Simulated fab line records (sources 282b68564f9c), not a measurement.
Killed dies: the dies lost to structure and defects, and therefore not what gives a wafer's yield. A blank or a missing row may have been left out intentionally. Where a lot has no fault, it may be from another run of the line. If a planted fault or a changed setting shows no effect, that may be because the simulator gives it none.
8D (eight disciplines) problem report, filled in by code -- flow rit-cmos -- the parts of the form that need people (team, actions taken, sign-off) are left out

1. THE ISSUE
Mean SILICIDE_TI_RS at RIT_SILICIDE_RS_MEAS_02: 137.8 ohm/sq over 3 wafers in 3 lots; fault-free wafers: 47.8 ohm/sq, standard deviation 0.73. That is +99 or more standard deviations from the usual mean.
The step: measures by four-point-probe.
Earliest sighting: wafer L704.4 on film-metro-03 at day 3 21:27. The record has a number at this step for 45 wafers belonging to 15 lots. Rule for "out" (also "out of limits"): further than 4 standard deviations from the usual mean. Any other wafer with a number is counted as sound.

2. WHAT THIS IS AND IS NOT
question,is,is not
which readings at this step,SILICIDE_TI_RS,-
which lots,"L704, L706, L708","L700, L701, L702, L705, L707, L712, L714, L716, L718, L720, L721, L723"
which wafers of those lots,"L704.4, L706.2, L708.5","L704.2, L704.3, L706.4, L706.6, L708.1, L708.2"
read on which gauges,"film-metro-03, film-metro-04",film-metro-02
when,from day 3 21:27,"up to then (11 sound wafers); but 31 sound wafers of L705, L706, L707, L708, L712, L714, L716, L718, L720, L721, L723 came after"

3. WHAT RULES OUT EACH SUSPECT
Counting: a tool at a process step up to the reading stays a suspect if it ran every lot that is out. Sound lots after the first of them don't rule it out here, since some wafers of a struck lot are sound.
- the gauge at RIT_SILICIDE_RS_MEAS_02 has been ruled out. Those wafers that are out were read across 2 gauges (film-metro-03, film-metro-04).
- pvd-sputter-01 at RIT_SILICIDE_SPUTTER_01 (material Ti, target thk 30 nm, time 240 s): kept. Every lot that is out went through it, the first being L704 (day 3 21:17); the last sound lot it ran before that was L702 (day 3 11:07).
The count leaves pvd-sputter-01 at RIT_SILICIDE_SPUTTER_01.

4. THE CAUSE (what the simulator had put in)
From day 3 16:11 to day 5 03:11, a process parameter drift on pvd-sputter-01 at RIT_SILICIDE_SPUTTER_01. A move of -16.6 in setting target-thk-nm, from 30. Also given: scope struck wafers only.
Only this tool survived the counting.

5. THE EFFECT CHAIN, in route order
Each row: a reading where the mean over the struck wafers with a number is more than 3 standard deviations away from the usual. Only readings for which the record gives a usual standard deviation are gone through. hours: the time from each lot's start at the first step in this table that gives one to its start at this step, as a median over the lots. sigmas: the change in usual standard deviations.
hours,step,reading,usual,on struck wafers,change,sigmas
0,RIT_SILICIDE_RS_MEAS_02,SILICIDE_TI_RS,47.8 ohm/sq,137.8,+90.0,+99 or more
0,RIT_SILICIDE_THK_MEAS_03,SILICIDE_TI_THK,30.1 nm,13.2,-16.9,-41

6. HOW IT WOULD HAVE BEEN CAUGHT EARLIER
The first out-of-limits reading at a measuring or inspecting step in this record came at day 3 21:27, 5 hours after the fault's start at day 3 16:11.
Of the tool readings at RIT_SILICIDE_SPUTTER_01 for which the record gives a usual standard deviation, none was out on any struck wafer, so an alarm limit of 4 standard deviations on them would not have fired.
Lots out: 3; of these, L706, L708 started RIT_SILICIDE_SPUTTER_01 on pvd-sputter-01 after day 3 21:27. A hold on the tool at that time would have spared those 2.
